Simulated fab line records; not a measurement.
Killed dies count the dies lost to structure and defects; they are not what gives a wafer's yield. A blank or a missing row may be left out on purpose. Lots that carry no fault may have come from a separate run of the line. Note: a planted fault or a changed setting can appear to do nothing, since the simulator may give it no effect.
Comparing a struck lot with a sound one | flow rit-cmos | 17 out of 202 route steps
Sound: these wafers, L889.3, L889.4, L889.5. The struck wafers were L900.2, L900.4, L900.5. At the end, the cause is stated.
Order at every step that has rows: each side's tool, ch and its chambers, its first start. Under that, the readings that differ: sound wafers | struck wafers | difference of the means | sigmas: that difference in standard deviations of wafers without a fault.
alike: readings whose means differ by less than 2 such deviations, and words and numbers that are the same on both sides. not compared: withheld readings, readings that some wafer has no value for, bounds like >300 that may hide the same value, and numbers for which the record gives no deviation and whose values overlap.
The two part at a step that has a row with sigmas, a row that says differs or no value, or rows on one side only. Non-overlapping numbers with no deviation appear without sigmas and do not part them. A reading that every wafer of one side lacks parts them only if that side has two wafers or more.

first, 2 steps without rows for these wafers: RIT_NRETRO_HARDBAKE_07 (time 120 s); RIT_NRETRO_IMPLANT_08.
RIT_NRETRO_STRIP_09: strips in O2, time 180 s.
  sound on plasma-asher-04 ch 0,1, day 3 17:12; struck on plasma-asher-04 ch 0,1, day 5 15:40
  alike: drypump-motor-current-A, o2-flow-sccm
  not compared: rf-hours-counter-h
RIT_NRETRO_TW_MEAS_10:
  sound on film-metro-04 at day 3 17:20; struck on film-metro-03 at day 5 15:52
  alike: NRETRO_TW
then, 6 steps without rows for these wafers: RIT_PRETRO_HMDS_00 (prime time 60 s); RIT_PRETRO_COAT_01 (resist thk 1300 nm); RIT_PRETRO_SOFTBAKE_02 (time 60 s); RIT_PRETRO_EXPOSE_03 (exposes mask M5, target cd 43700 nm); RIT_PRETRO_PEB_04; RIT_PRETRO_DEVELOP_05 (develop time 68 s).
RIT_PRETRO_OVL_MEAS_06:
  sound on overlay-01 at day 3 18:23; struck on overlay-01 at day 5 16:55
  alike: PRETRO_OVL
then, 1 step without rows for these wafers: RIT_PRETRO_HARDBAKE_07 (time 120 s).
RIT_PRETRO_IMPLANT_08:
  sound on implanter-02 ch 0, day 3 18:53; struck on implanter-03 ch 0, day 5 17:13
  reading                   | sound                | struck               | difference | sigmas
  beam-energy-keV           | 44.998 45.011 45.018 | 29.268 29.242 29.251 | -15.755    | -99 or more
  model.implant.rp-nm (nm)  | 147.1 147.1 147.1    | 93.94 93.94 93.94    | -53.16     |
  model.implant.drp-nm (nm) | 55.07 55.07 55.07    | 42.09 42.09 42.09    | -12.98     |
RIT_PRETRO_STRIP_09: strips in O2, time 180 s.
  sound on plasma-asher-02 ch 0,1, day 3 19:03; struck on plasma-asher-03 ch 0, day 5 17:21
  alike: drypump-motor-current-A, o2-flow-sccm
  not compared: rf-hours-counter-h
RIT_PRETRO_TW_MEAS_10:
  sound on film-metro-02 at day 3 19:11; struck on film-metro-04 at day 5 17:32
  reading   | sound       | struck      | difference | sigmas
  PRETRO_TW | 476 474 472 | 441 441 441 | -33        | -7
then, 1 step without rows for these wafers: RIT_GATE_WET_ETCH_00 (etches SiO2 in BOE, target depth 56 nm, time 60 s).
RIT_M1_PROBE_99:
  sound on prober-01 at day 4 22:21; struck on prober-01 at day 7 07:00
  reading                             | sound             | struck            | difference | sigmas
  model.etest.nmos_0p3.r-on-ohm-um    | 2153 2157 2178    | 2368 2321 2351    | +184       |
  model.etest.nmos_0p15.r-on-ohm-um   | 1155 1144 1153    | 1195 1183 1167    | +31        |
  model.etest.nmos-turned.drive-ua-um | 320.7 329.1 323.8 | 273.4 277.8 278.2 | -48.1      |
  model.etest.nmos_0p15.drive-ua-um   | 466 470.5 474.9   | 417.2 427.4 428.3 | -46.2      |
  model.etest.nmos_0p3.drive-ua-um    | 227.1 227.6 230.1 | 190.6 194.3 192.3 | -35.9      |
  model.etest.nmos-narrow.drive-ua-um | 227.7 226.6 224.4 | 186.9 194.9 191   | -35.3      |
  model.etest.nmos_0p15.swing-mv-dec  | 85.8 85.6 85.75   | 86.98 86.48 86.76 | +1.02      |
  model.etest.ring.delay-ps           | 26.87 26.92 26.73 | 29.02 28.17 28.32 | +1.66      |
  alike: killed-at-contacts, killed-at-front-end, killed-dies, killed-open, killed-short

WHERE THEY PART
At RIT_PRETRO_IMPLANT_08 first; at RIT_PRETRO_TW_MEAS_10 last (within this record only). Later steps at which nothing parts them and some readings are alike: RIT_M1_PROBE_99.

WHY: whatever the simulator had introduced
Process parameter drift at RIT_PRETRO_IMPLANT_08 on implanter-03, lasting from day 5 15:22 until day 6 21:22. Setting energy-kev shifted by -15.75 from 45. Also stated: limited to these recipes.
